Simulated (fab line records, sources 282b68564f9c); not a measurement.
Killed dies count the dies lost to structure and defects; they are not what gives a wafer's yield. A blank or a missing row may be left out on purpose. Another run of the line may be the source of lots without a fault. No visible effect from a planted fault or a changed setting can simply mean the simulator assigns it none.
fab line records    flow rit-cmos
[record] lots = 15  wafers = 45  last-day = 8
route steps=202 shown PRETRO@74 PLDD@120 SPACER@128 SDANNEAL@156 M1@202
lots untouched by any fault: they come from a run of this same line in which no faults occurred
start-h: the number of hours between the record's first day and the start of the first shown wafer of the lot    wait-h: how many hours have passed since the lot's step before this one    " unchanged from the row above    L1.1+2: a single row standing in for several wafers    - no value present, or no start provided    * or withheld: withheld    < > ~ a bound
route shown NAME@n: NAME is a module with steps in the file, n the number in the route of the first one    usual: the fault-free wafers' mean and standard deviation    same: alike in all rows    chamber/n: place in a boat    sites: the reading at each site    _std_site: the standard deviation of these    _edge_site: mean of outer sites minus mean of inner sites    radius-mm: how far each site lies from the wafer's centre    mask NAME#n: copy n    behind: the most recent tool/chamber to have shaped the wafer    hold: cause of the lot's hold/its duration in hours/its outcome    device: whichever transistor did not switch (one of n, p or np)    end of line: tests of these same wafers at the route's end    a step with no rows: only its recipe    killed: dies lost to structure and defects at the first sort, not the wafer's yield    map: a wafer's dies, marking killed ones x, the rest . and places with no die _
set.NAME: the setting that was run; set.NAME@STEP: the one run at that earlier step    model.NAME: the simulator's own value behind a step, which no gauge read
the route's steps for a sample of lots (tables are steps, rows are wafers)
services: from which hour (start-h, from the record's first day; less than 0 if before it) a tool's chamber was out of use, for how many hours, and why
[[steps]]
[step RIT_PRETRO_TW_MEAS_10]
[usual] PRETRO_TW = 477/3.2
lot.wafer  tool           chamber  start-h  wait-h  PRETRO_TW
L482.1     film-metro-04  -        33.01    0.1     474
L482.4     "              -        "        "       475
L482.6     "              -        "        "       477
L483.2     film-metro-04  -        37.71    0.1     472
L483.4     "              -        "        "       474
L483.6     "              -        "        "       473
L484.1     film-metro-04  -        43.75    0.1     475
L484.5     "              -        "        "       476
L484.6     "              -        "        "       476
L485.2     film-metro-03  -        47.54    0.1     482
L485.3     "              -        "        "       482
L485.6     "              -        "        "       483
L486.1     film-metro-03  -        54.41    0.1     479
L486.2     "              -        "        "       482
L486.6     "              -        "        "       479
L487.2     film-metro-04  -        59.16    0.1     476
L487.5     "              -        "        "       476
L487.6     "              -        "        "       474
L488.1     film-metro-04  -        63.27    0.1     475
L488.3     "              -        "        "       476
L488.6     "              -        "        "       476
L489.1     film-metro-03  -        68.37    0.1     481
L489.4     "              -        "        "       476
L489.5     "              -        "        "       477
L490.3     film-metro-03  -        75.46    0.1     475
L490.4     "              -        "        "       478
L490.5     "              -        "        "       479
L491.1     film-metro-03  -        80.08    0.1     478
L491.2     "              -        "        "       478
L491.4     "              -        "        "       478
L492.1     film-metro-04  -        85.09    0.1     473
L492.2     "              -        "        "       475
L492.6     "              -        "        "       476
L494.1     film-metro-04  -        93.56    0.1     476
L494.4     "              -        "        "       478
L494.6     "              -        "        "       478
L500.1     film-metro-03  -        123.13   0.1     477
L500.3     "              -        "        "       479
L500.5     "              -        "        "       475
L501.3     film-metro-01  -        131.03   0.1     474
L501.5     "              -        "        "       478
L501.6     "              -        "        "       474
L505.3     film-metro-01  -        151.32   0.1     471
L505.4     "              -        "        "       477
L505.6     "              -        "        "       474
[step RIT_PLDD_OVL_MEAS_06]
[usual] PLDD_OVL = 0.7/1.5
lot.wafer  tool        chamber  start-h  wait-h  PLDD_OVL[nm]
L482.1     overlay-01  -        44.91    -       0.1
L482.4     "           -        "        "       0.6
L482.6     "           -        "        "       1.6
L483.2     overlay-02  -        50.91    -       1.6
L483.4     "           -        "        "       -0.1
L483.6     "           -        "        "       0.9
L484.1     overlay-01  -        54.70    -       0.0
L484.5     "           -        "        "       -0.2
L484.6     "           -        "        "       -0.3
L485.2     overlay-02  -        59.37    -       2.2
L485.3     "           -        "        "       0.6
L485.6     "           -        "        "       1.4
L486.1     overlay-02  -        70.03    -       2.6
L486.2     "           -        "        "       1.8
L486.6     "           -        "        "       2.8
L487.2     overlay-01  -        71.34    -       1.9
L487.5     "           -        "        "       1.1
L487.6     "           -        "        "       -0.8
L488.1     overlay-01  -        73.83    -       -0.5
L488.3     "           -        "        "       -2.4
L488.6     "           -        "        "       -2.1
L489.1     overlay-01  -        80.58    -       3.5
L489.4     "           -        "        "       2.7
L489.5     "           -        "        "       2.8
L490.3     overlay-01  -        88.04    -       1.0
L490.4     "           -        "        "       1.1
L490.5     "           -        "        "       2.6
L491.1     overlay-01  -        93.26    -       1.2
L491.2     "           -        "        "       1.8
L491.4     "           -        "        "       1.9
L492.1     overlay-01  -        101.02   -       -0.7
L492.2     "           -        "        "       2.7
L492.6     "           -        "        "       0.6
L494.1     overlay-02  -        113.65   -       0.4
L494.4     "           -        "        "       -0.6
L494.6     "           -        "        "       -1.4
L500.1     overlay-01  -        135.98   -       1.8
L500.3     "           -        "        "       0.9
L500.5     "           -        "        "       0.1
L501.3     overlay-01  -        144.89   -       1.5
L501.5     "           -        "        "       1.3
L501.6     "           -        "        "       2.3
L505.3     overlay-02  -        164.94   -       -2.5
L505.4     "           -        "        "       -2.0
L505.6     "           -        "        "       -1.7
[step RIT_SPACER_CVD_03]
[recipe] material = Si3N4  target-thk-nm = 250  temp-c = 810  precursor = SiH2Cl2/NH3  time-s = 3300  pressure-mtorr = 300  sih2cl2-flow-sccm = 60  nh3-flow-sccm = 150
[usual] susceptor-temp-C = 810.0/0.38  zone-power-centre-pct = 37.6/2.6
lot.wafer  tool      chamber  start-h  wait-h  susceptor-temp-C  zone-power-centre-pct
L482.1     lpcvd-02  1        45.86    0.0     809.9             36.2
L482.4     "         1        "        "       809.8             35.7
L482.6     "         1        "        "       810.4             36.3
L483.2     lpcvd-01  1        51.85    0.0     809.8             39.8
L483.4     "         1        "        "       809.4             39.9
L483.6     "         1        "        "       809.9             39.5
L484.1     lpcvd-01  0        55.64    0.0     810.1             43.0
L484.5     "         0        "        "       810.6             42.7
L484.6     "         0        "        "       811.1             43.6
L485.2     lpcvd-02  1        61.48    1.2     810.2             35.8
L485.3     "         1        "        "       810.0             36.4
L485.6     "         1        "        "       809.6             36.1
L486.1     lpcvd-02  1        70.97    0.0     810.1             35.9
L486.2     "         1        "        "       810.3             35.5
L486.6     "         1        "        "       810.7             35.8
L487.2     lpcvd-02  0        72.89    0.6     809.9             35.2
L487.5     "         0        "        "       809.9             35.5
L487.6     "         0        "        "       809.8             35.5
L488.1     lpcvd-02  0        74.83    0.0     809.8             35.6
L488.3     "         0        "        "       809.9             35.0
L488.6     "         0        "        "       809.7             35.1
L489.1     lpcvd-01  1        81.55    0.0     810.4             39.7
L489.4     "         1        "        "       810.4             39.3
L489.5     "         1        "        "       810.5             39.6
L490.3     lpcvd-02  1        88.97    0.0     809.8             35.6
L490.4     "         1        "        "       809.5             36.0
L490.5     "         1        "        "       809.7             36.5
L491.1     lpcvd-02  1        94.20    0.0     810.2             35.3
L491.2     "         1        "        "       810.4             36.0
L491.4     "         1        "        "       810.2             35.6
L492.1     lpcvd-02  1        101.95   0.0     810.8             35.4
L492.2     "         1        "        "       810.2             36.7
L492.6     "         1        "        "       810.4             35.0
L494.1     lpcvd-02  1        114.73   0.0     810.0             36.1
L494.4     "         1        "        "       809.9             36.4
L494.6     "         1        "        "       809.9             35.4
L500.1     lpcvd-01  0        136.98   0.0     810.1             43.0
L500.3     "         0        "        "       810.2             42.9
L500.5     "         0        "        "       810.3             42.9
L501.3     lpcvd-01  1        145.82   0.0     810.2             39.7
L501.5     "         1        "        "       810.0             40.2
L501.6     "         1        "        "       809.8             39.5
L505.3     lpcvd-01  0        167.64   1.8     810.0             44.0
L505.4     "         0        "        "       809.6             43.3
L505.6     "         0        "        "       809.6             42.7
[step RIT_SPACER_THK_MEAS_04]
[recipe] reads = Si3N4_of_SPACER_CVD_03
[usual] SPACER_NITRIDE_THK = 249.4/2.5
lot.wafer  tool           chamber  start-h  wait-h  SPACER_NITRIDE_THK[nm]
L482.1     film-metro-04  -        47.78    0.0     249.6
L482.4     "              -        "        "       246.2
L482.6     "              -        "        "       247.4
L483.2     film-metro-04  -        53.77    0.0     250.0
L483.4     "              -        "        "       253.5
L483.6     "              -        "        "       252.1
L484.1     film-metro-04  -        57.56    0.0     253.5
L484.5     "              -        "        "       252.1
L484.6     "              -        "        "       254.0
L485.2     film-metro-03  -        63.41    0.0     247.9
L485.3     "              -        "        "       247.5
L485.6     "              -        "        "       248.5
L486.1     film-metro-03  -        72.89    0.0     247.8
L486.2     "              -        "        "       248.3
L486.6     "              -        "        "       248.5
L487.2     film-metro-04  -        74.81    0.0     248.6
L487.5     "              -        "        "       249.5
L487.6     "              -        "        "       253.1
L488.1     film-metro-03  -        76.75    0.0     251.0
L488.3     "              -        "        "       250.7
L488.6     "              -        "        "       251.5
L489.1     film-metro-04  -        83.47    0.0     244.5
L489.4     "              -        "        "       242.9
L489.5     "              -        "        "       245.6
L490.3     film-metro-04  -        90.91    0.0     246.2
L490.4     "              -        "        "       244.5
L490.5     "              -        "        "       244.4
L491.1     film-metro-01  -        96.11    0.0     233.0
L491.2     "              -        "        "       232.2
L491.4     "              -        "        "       231.3
L492.1     film-metro-01  -        103.87   0.0     229.0
L492.2     "              -        "        "       228.2
L492.6     "              -        "        "       227.8
L494.1     film-metro-01  -        116.65   0.0     228.1
L494.4     "              -        "        "       227.9
L494.6     "              -        "        "       226.8
L500.1     film-metro-01  -        138.90   0.0     249.9
L500.3     "              -        "        "       246.9
L500.5     "              -        "        "       250.7
L501.3     film-metro-03  -        147.76   0.0     249.6
L501.5     "              -        "        "       251.7
L501.6     "              -        "        "       251.8
L505.3     film-metro-01  -        169.58   0.0     250.4
L505.4     "              -        "        "       251.0
L505.6     "              -        "        "       252.6
[step RIT_SPACER_ETCHBACK_05]
[recipe] target-depth-a = 2500  SF6_flow_sccm = 30  CHF3_flow_sccm = 30  target = Si3N4  chemistry = SF6/CHF3  pressure-mtorr = 40  rf-w = 250  time-s = 240  stop-on = SiO2
[usual] CHF3_flow_sccm = 30.01/0.09  drypump-motor-current-A = 5.7/0.4  oes-product-au = 0.844/0.015  throttle-valve-pct = 10.33/0.19
lot.wafer  tool         chamber  start-h  wait-h  CHF3_flow_sccm  drypump-motor-current-A  oes-product-au  rf-hours-counter-h  throttle-valve-pct
L482.1     rie-diel-01  3        47.84    0.1     29.97           5.9                      0.846           50                  10.00
L482.4     "            0        "        "       29.94           5.2                      0.816           119                 10.33
L482.6     "            2        "        "       29.97           6.0                      0.827           -                   10.46
L483.2     rie-diel-02  1        53.82    0.0     29.87           5.5                      0.851           53                  10.43
L483.4     "            2        "        "       30.14           6.7                      0.878           -                   10.43
L483.6     "            3        "        "       29.97           5.4                      0.868           -                   10.39
L484.1     rie-diel-02  1        57.62    0.1     30.09           5.5                      0.872           53                  10.44
L484.5     "            1        "        "       29.88           5.5                      0.865           -                   10.44
L484.6     "            2        "        "       29.95           6.6                      0.885           -                   10.43
L485.2     rie-diel-01  1        63.46    0.0     30.03           5.6                      0.852           161                 10.49
L485.3     "            0        "        "       30.00           5.2                      0.823           119                 10.32
L485.6     "            1        "        "       29.94           5.6                      0.853           -                   10.50
L486.1     rie-diel-02  2        72.95    0.1     30.07           6.6                      0.869           158                 10.41
L486.2     "            3        "        "       29.92           5.4                      0.846           92                  10.38
L486.6     "            2        "        "       30.12           6.6                      0.867           -                   10.39
L487.2     rie-diel-01  2        74.86    0.0     30.06           6.0                      0.831           47                  10.46
L487.5     "            1        "        "       29.97           5.6                      0.843           -                   10.49
L487.6     "            2        "        "       29.98           6.0                      0.840           -                   10.46
L488.1     rie-diel-03  2        76.81    0.1     30.00           5.1                      0.865           142                 10.28
L488.3     "            0        "        "       29.99           6.1                      0.844           152                 10.41
L488.6     "            3        "        "       30.16           5.6                      0.853           -                   9.90
L489.1     rie-diel-03  3        83.53    0.1     30.08           5.6                      0.829           54                  9.90
L489.4     "            1        "        "       30.14           5.4                      0.818           63                  10.42
L489.5     "            3        "        "       30.16           5.6                      0.836           -                   9.91
L490.3     rie-diel-03  0        90.95    0.0     30.12           6.1                      0.835           152                 10.41
L490.4     "            3        "        "       29.99           5.6                      0.836           54                  9.92
L490.5     "            3        "        "       30.08           5.6                      0.830           -                   9.91
L491.1     rie-diel-01  0        96.17    0.1     29.93           5.2                      0.778           120                 10.33
L491.2     "            3        "        "       29.99           5.8                      0.801           51                  9.97
L491.4     "            3        "        "       29.98           5.9                      0.799           -                   9.98
L492.1     rie-diel-03  2        103.93   0.1     29.99           5.1                      0.806           142                 10.25
L492.2     "            1        "        "       30.01           5.5                      0.789           64                  10.41
L492.6     "            3        "        "       30.09           5.6                      0.797           -                   9.89
L494.1     rie-diel-01  1        116.71   0.1     30.05           5.6                      0.795           0                   10.49
L494.4     "            3        "        "       30.00           5.9                      0.791           51                  10.00
L494.6     "            0        "        "       29.92           5.2                      0.771           -                   10.30
L500.1     rie-diel-01  2        138.96   0.1     30.02           6.0                      0.835           48                  10.46
L500.3     "            1        "        "       29.79           5.6                      0.840           0                   10.51
L500.5     "            2        "        "       29.98           6.0                      0.836           -                   10.47
L501.3     rie-diel-01  3        147.80   0.0     30.03           5.8                      0.839           52                  10.00
L501.5     "            0        "        "       30.04           5.2                      0.837           -                   10.34
L501.6     "            3        "        "       29.99           5.8                      0.851           -                   10.01
L505.3     rie-diel-03  0        169.62   0.0     30.22           6.1                      0.865           0                   10.39
L505.4     "            3        "        "       29.90           5.6                      0.846           56                  9.93
L505.6     "            0        "        "       30.15           6.1                      0.866           -                   10.41
[step RIT_SDANNEAL_RTA_03]
[recipe] temp-c = 1050  time-s = 5  idle-temp-c = 600  ramp-up-c-per-s = 342  ramp-down-c-per-s = 171  cool-to-c = 600  ambient = N2
[usual] ramp-up-c-per-s = 342.00/0.056  wafer_temp_C_max = 1053.5/1.1
lot.wafer  tool           chamber  start-h  wait-h  ramp-up-c-per-s  wafer_temp_C_max
L482.1     rtp-anneal-01  0        51.32    0.0     341.98           1053.7
L482.4     "              0        "        "       341.96           1053.7
L482.6     "              0        "        "       342.02           1052.2
L483.2     rtp-anneal-02  0        57.29    0.0     341.96           1053.2
L483.4     "              0        "        "       341.99           1054.4
L483.6     "              0        "        "       342.07           1054.0
L484.1     rtp-anneal-01  0        61.23    0.0     342.04           1054.1
L484.5     "              0        "        "       342.05           1055.1
L484.6     "              0        "        "       342.01           1053.6
L485.2     rtp-anneal-02  0        67.11    0.0     342.08           1053.2
L485.3     "              0        "        "       341.98           1055.3
L485.6     "              0        "        "       341.90           1054.9
L486.1     rtp-anneal-01  0        76.68    0.0     342.10           1054.6
L486.2     "              0        "        "       342.03           1052.4
L486.6     "              0        "        "       341.96           1052.2
L487.2     rtp-anneal-02  0        78.46    0.0     341.93           1054.9
L487.5     "              0        "        "       342.03           1052.8
L487.6     "              0        "        "       342.04           1053.7
L488.1     rtp-anneal-01  0        80.29    0.0     342.01           1053.0
L488.3     "              0        "        "       341.99           1054.4
L488.6     "              0        "        "       342.10           1052.2
L489.1     rtp-anneal-02  0        87.03    0.0     342.08           1055.5
L489.4     "              0        "        "       341.96           1053.4
L489.5     "              0        "        "       341.92           1054.2
L490.3     rtp-anneal-01  0        94.38    0.0     342.00           1052.8
L490.4     "              0        "        "       341.92           1053.4
L490.5     "              0        "        "       342.04           1054.0
L491.1     rtp-anneal-02  0        99.66    0.0     341.94           1054.0
L491.2     "              0        "        "       341.96           1054.1
L491.4     "              0        "        "       341.93           1053.8
L492.1     rtp-anneal-01  0        107.66   0.0     342.05           1052.2
L492.2     "              0        "        "       341.94           1053.6
L492.6     "              0        "        "       342.06           1051.8
L494.1     rtp-anneal-01  0        120.09   0.0     342.08           1053.2
L494.4     "              0        "        "       341.99           1054.4
L494.6     "              0        "        "       341.96           1052.3
L500.1     rtp-anneal-02  0        142.90   0.0     342.05           1052.8
L500.3     "              0        "        "       342.06           1053.6
L500.5     "              0        "        "       342.01           1053.6
L501.3     rtp-anneal-02  0        151.40   0.0     341.95           1053.0
L501.5     "              0        "        "       341.98           1053.5
L501.6     "              0        "        "       341.99           1055.9
L505.3     rtp-anneal-02  0        173.00   0.0     341.86           1053.8
L505.4     "              0        "        "       342.10           1052.4
L505.6     "              0        "        "       342.05           1053.7
[step RIT_M1_PROBE_99]
[usual] killed_at_M0_to_M3 = 0.0/0.083  killed-at-contacts = 0.1/0.23  killed-at-front-end = 7/3.1  killed-dies = 7/3.1  killed-open = 3.3/2  killed-short = 3.6/1.9
[same] gross-dies = 264  killed_at_M4_up = 0  killed-at-back-side = 0  killed-at-other = 0
lot.wafer  tool       chamber  start-h  wait-h  killed_at_M0_to_M3  killed-at-contacts  killed-at-front-end  killed-dies  killed-open  killed-short
L485.2     prober-01  -        74.46    0.1     0                   0                   6                    6            2            4
L485.3     prober-01  -        74.51    0.2     0                   0                   10                   10           4            6
L485.6     prober-01  -        74.66    0.2     0                   0                   9                    9            6            3
L489.1     prober-01  -        94.63    0.1     0                   0                   8                    8            4            4
L489.4     prober-01  -        94.78    0.2     0                   0                   7                    7            3            4
L489.5     prober-01  -        94.83    0.2     0                   0                   16                   16           5            11
L491.1     prober-01  -        107.99   0.1     0                   0                   2                    2            1            1
L491.2     prober-01  -        108.04   0.1     0                   0                   7                    7            2            5
L491.4     prober-01  -        108.14   0.2     0                   0                   5                    5            2            3
L492.1     prober-02  -        114.98   0.1     0                   0                   8                    8            1            7
L492.2     prober-02  -        115.03   0.1     0                   0                   4                    4            2            2
L492.6     prober-02  -        115.23   0.2     0                   0                   11                   11           6            5
L494.1     prober-02  -        127.64   0.1     0                   0                   6                    6            2            4
L494.4     prober-02  -        127.79   0.2     0                   0                   12                   12           7            5
L494.6     prober-02  -        127.89   0.2     0                   0                   15                   15           6            9
L500.1     prober-01  -        150.40   0.1     0                   0                   8                    8            5            3
L500.3     prober-01  -        150.50   0.2     0                   0                   2                    2            1            1
L500.5     prober-01  -        150.60   0.2     0                   0                   5                    5            2            3
// killed by level:class
L485.2 ACTIVE:geometric-particle:short=1 FOX1:geometric-particle:short=1 GATE:geometric-particle:short=1 GATE:geometric-particle:open=1 SILICIDE:geometric-particle:short=1 SILICIDE:geometric-particle:open=1
L485.3 GATE:geometric-particle:short=4 GATE:geometric-particle:open=3 FOX1:geometric-particle:open=1 FOX2:geometric-particle:short=1 REOX:geometric-particle:short=1
L485.6 GATE:geometric-particle:open=4 GATE:geometric-particle:short=2 FOX1:geometric-particle:open=1 FOX2:geometric-particle:short=1 SILICIDE:geometric-particle:open=1
L489.1 FOX2:geometric-particle:open=2 FOX1:geometric-particle:short=1 GATE:geometric-particle:short=1 GATE:geometric-particle:open=1 REOX:geometric-particle:short=1 SPACER:geometric-particle:short=1 SPACER:geometric-particle:open=1
L489.4 GATE:geometric-particle:short=2 FOX2:geometric-particle:short=1 GATE:geometric-particle:open=1 REOX:geometric-particle:short=1 REOX:geometric-particle:open=1 SPACER:geometric-particle:open=1
L489.5 GATE:geometric-particle:short=6 GATE:geometric-particle:open=3 REOX:geometric-particle:short=3 REOX:geometric-particle:open=1 SPACER:geometric-particle:open=1 SPACER:geometric-particle:short=1 SILICIDE:geometric-particle:short=1
L491.1 SPACER:geometric-particle:open=1 SPACER:geometric-particle:short=1
L491.2 GATE:geometric-particle:short=2 REOX:geometric-particle:open=2 FOX1:geometric-particle:short=1 FOX2:geometric-particle:short=1 SPACER:geometric-particle:short=1
L491.4 FOX1:geometric-particle:open=1 GATE:geometric-particle:short=1 GATE:geometric-particle:open=1 REOX:geometric-particle:short=1 SILICIDE:geometric-particle:short=1
L492.1 GATE:geometric-particle:short=3 SILICIDE:geometric-particle:short=2 FOX1:geometric-particle:short=1 SPACER:geometric-particle:short=1 SILICIDE:geometric-particle:open=1
L492.2 REOX:geometric-particle:short=2 GATE:geometric-particle:open=1 SPACER:geometric-particle:open=1
L492.6 GATE:geometric-particle:open=3 REOX:geometric-particle:short=2 FOX2:geometric-particle:open=1 GATE:geometric-particle:short=1 SPACER:geometric-particle:short=1 SPACER:geometric-particle:open=1 SILICIDE:geometric-particle:short=1 SILICIDE:geometric-particle:open=1
L494.1 GATE:geometric-particle:short=4 GATE:geometric-particle:open=1 REOX:geometric-particle:open=1
L494.4 GATE:geometric-particle:open=5 GATE:geometric-particle:short=3 SILICIDE:geometric-particle:open=2 FOX2:geometric-particle:short=1 SILICIDE:geometric-particle:short=1
L494.6 GATE:geometric-particle:short=4 GATE:geometric-particle:open=2 REOX:geometric-particle:short=2 FOX1:geometric-particle:short=1 FOX2:geometric-particle:short=1 FOX2:geometric-particle:open=1 REOX:geometric-particle:open=1 SPACER:geometric-particle:open=1
L500.1 GATE:geometric-particle:open=2 REOX:geometric-particle:short=2 SPACER:geometric-particle:open=2 REOX:geometric-particle:open=1 SPACER:geometric-particle:short=1
L500.3 GATE:geometric-particle:open=1 GATE:geometric-particle:short=1
L500.5 REOX:geometric-particle:short=2 REOX:geometric-particle:open=2 GATE:geometric-particle:short=1
[[services]]
tool         chamber  start-h  hours  kind
rie-diel-02  0        53.74    -      clean
rie-diel-02  0        53.74    27.6   scheduled-down
rie-diel-02  0        53.74    27.6   vent-cycle
rie-diel-02  1        77.89    7.6    repair
rie-diel-01  -        80.40    0.5    repair
rie-diel-01  1        90.89    4.3    repair
rie-diel-03  0        94.63    17.8   repair
rie-diel-01  1        95.66    -      clean
rie-diel-01  1        95.66    14.0   scheduled-down
rie-diel-01  1        95.66    14.0   vent-cycle
rie-diel-02  2        111.65   -      clean
rie-diel-02  2        111.65   29.0   scheduled-down
rie-diel-02  2        111.65   29.0   vent-cycle
rie-diel-03  2        123.99   8.1    repair
rie-diel-03  0        132.12   -      clean
rie-diel-03  0        132.12   12.7   scheduled-down
rie-diel-03  0        132.12   12.7   vent-cycle
rie-diel-02  1        136.15   6.4    repair
lpcvd-01     -        153.04   14.6   pm
rie-diel-02  3        157.76   4.2    repair
[[key]]
[first-sign] step = RIT_SPACER_THK_MEAS_04  reading = SPACER_NITRIDE_THK  direction = down  sigmas = 8.1  usual = 249.4  struck = 229.4
[effect] step = RIT_SPACER_ETCHBACK_05  reading = oes-product-au  direction = down  sigmas = 3.4  usual = 0.844  struck = 0.792
met-at RIT_SPACER_CVD_03
struck-lots L491,L492,L494
tester-left-out L491,L492,L494
not-acting-at RIT_PRETRO_TW_MEAS_10,RIT_PLDD_OVL_MEAS_06,RIT_SDANNEAL_RTA_03
onset-between 88.97 94.20
[fault] kind = process-parameter-drift  tool = lpcvd-02  chamber = -  onset-h = 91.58  steps = RIT_SPACER_CVD_03  channel = target-thk-nm  offset = -20.277  shape = step  end-h = 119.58  acts-in = these-recipes-only  stated = 250
// tester-left-out: of these lots the tester's yield and bins aren't shown, on N5 and GAA mostly nor the transistor test; their killed dies are dies lost to structure and defects alone, not to doping, threshold or leakage, so they don't give the yield
